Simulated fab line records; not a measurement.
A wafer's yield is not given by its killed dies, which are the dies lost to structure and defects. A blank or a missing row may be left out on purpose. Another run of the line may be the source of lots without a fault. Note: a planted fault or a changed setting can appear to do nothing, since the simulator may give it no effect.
Problem report, 8D (eight disciplines) form, completed by code / flow ritCmos / the parts of the form that need people (team, actions taken, sign-off) are left out

1. THE ISSUE
primeTempC at RIT_PSD_HMDS_00 reads a mean of 142.59 C on 6 wafers of 2 lots; wafers without a fault read 139.97 C with a standard deviation of 0.14. That puts it +19 standard deviations away from the usual mean.
The step: prime time 60 s.
First seen on wafer L824.1, day 4 01:08, on lithoTrack-02. The record holds 42 wafers of 14 lots with a number at this step. Rule for "out", or "out of limits": more than 4 standard deviations from the usual mean. The rest of the wafers with a number are treated as sound.

2. WHAT IT IS; WHAT IT IS NOT
question=which readings at this step | is=primeTempC | is not=resistLineTempC
question=which lots | is=L824, L830 | is not=L819, L820, L821, L822, L826, L828, L831, L834, L835, L837, L838, L841
question=which wafers of those lots | is=all that have a number | is not=-
question=read on which tools | is=lithoTrack-02 | is not=lithoTrack-03, lithoTrack-04
question=when | is=from day 4 01:08 | is not=up to then (12 sound wafers); but 24 sound wafers of L826, L828, L831, L834, L835, L837, L838, L841 came after

3. WHAT RULES OUT EACH SUSPECT
Counting: a tool at any process step up to the reading remains a suspect when it ran all the lots that are out and ran no sound lot after the first of those.
- lithoTrack-02 at RIT_PSD_HMDS_00 (prime time 60 s): kept. It processed each lot that is out, first L824 at day 4 01:08, and no sound lot thereafter; up to then, the last sound lot it processed was L821 at day 3 12:29. Its own readings are out on those wafers: primeTempC.
Left after counting: lithoTrack-02 at RIT_PSD_HMDS_00.

4. THE CAUSE (what the simulator had put in)
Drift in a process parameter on lithoTrack-02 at RIT_PSD_HMDS_00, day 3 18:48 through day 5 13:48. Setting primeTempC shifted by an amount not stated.
After counting, this tool was the only one left.

5. THE CHAIN OF EFFECTS, in route order
Rows list readings where the struck wafers' mean (over those with a number) sits beyond 3 standard deviations from the usual. Readings are gone through only where the record gives a usual standard deviation; hours: the median, over the lots, of the time from a lot's start at the first step in this table giving one to that lot's start at this step; sigmas: the change measured in usual standard deviations.
hours=0; step=RIT_PSD_HMDS_00; reading=primeTempC; usual=139.97 C; on struck wafers=142.59; change=+2.62; sigmas=+19
Here are the process steps it includes:
- RIT_PSD_HMDS_00: prime time 60 s.

6. WHAT WOULD HAVE CAUGHT IT SOONER
The fault began at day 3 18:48; the first out-of-limits reading in this record came at day 4 01:08, 6 hours later.
